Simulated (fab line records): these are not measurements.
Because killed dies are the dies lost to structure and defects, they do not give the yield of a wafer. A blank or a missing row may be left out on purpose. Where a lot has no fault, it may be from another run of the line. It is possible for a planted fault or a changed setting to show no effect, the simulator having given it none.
Matching of chambers :: flow berkeley cmos170 :: UCB170_GATE_ETCH_15 on rie si-02 has 4 sister chambers
The step etches poly-Si in HBr/Cl2, stops on SiO2, time 56.3 s, target depth 278.2 nm. 4 wafers are shown with their chamber, then 8 later ones without.

== WAFERS WITH THEIR CHAMBER ==
wafer: L663.5
chamber: 0
throttle valve pct (%): 26.45

wafer: L668.3
chamber: 2
throttle valve pct (%): 26.47

wafer: L668.6
chamber: 1
throttle valve pct (%): 26.50

wafer: L667.2
chamber: 3
throttle valve pct (%): 26.84

== WAFERS WHOSE CHAMBER IS MISSING ==
wafer: L667.4
throttle valve pct (%): 26.47

wafer: L667.5
throttle valve pct (%): 26.83

wafer: L669.1
throttle valve pct (%): 26.83

wafer: L669.2
throttle valve pct (%): 26.47

wafer: L669.3
throttle valve pct (%): 26.52

wafer: L677.2
throttle valve pct (%): 26.51

wafer: L677.4
throttle valve pct (%): 26.49

wafer: L677.5
throttle valve pct (%): 26.48

== CHAMBER TAKEN BY EACH ==
wafer: L667.4
from the rows above: can't be placed: 2 or 0
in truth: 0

wafer: L667.5
from the rows above: 3
in truth: 3

wafer: L669.1
from the rows above: 3
in truth: 3

wafer: L669.2
from the rows above: can't be placed: 2 or 0
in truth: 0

wafer: L669.3
from the rows above: 1
in truth: 1

wafer: L677.2
from the rows above: 1
in truth: 1

wafer: L677.4
from the rows above: can't be placed: 1 or 2
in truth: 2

wafer: L677.5
from the rows above: can't be placed: 2 or 1 or 0
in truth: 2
Placed correctly: 4 of 8. Not placeable from these rows: 4 (in 4, the candidates include the true chamber). Number placed wrongly: 0.
How it was worked out, from the rows above alone: a wafer's distance from a chamber is the root of the sum, over the readings, of the square of ((its reading less the chamber's mean) divided by the reading's scatter). If the next closest chamber is less than 2 further off than the closest, the wafer can't be placed; otherwise it belongs to the closest. Each chamber's mean is taken over the wafers shown for it. The scatter (one wafer shown for each chamber): square how far every hidden wafer sits from the nearest shown wafer, average those squares and take the square root.
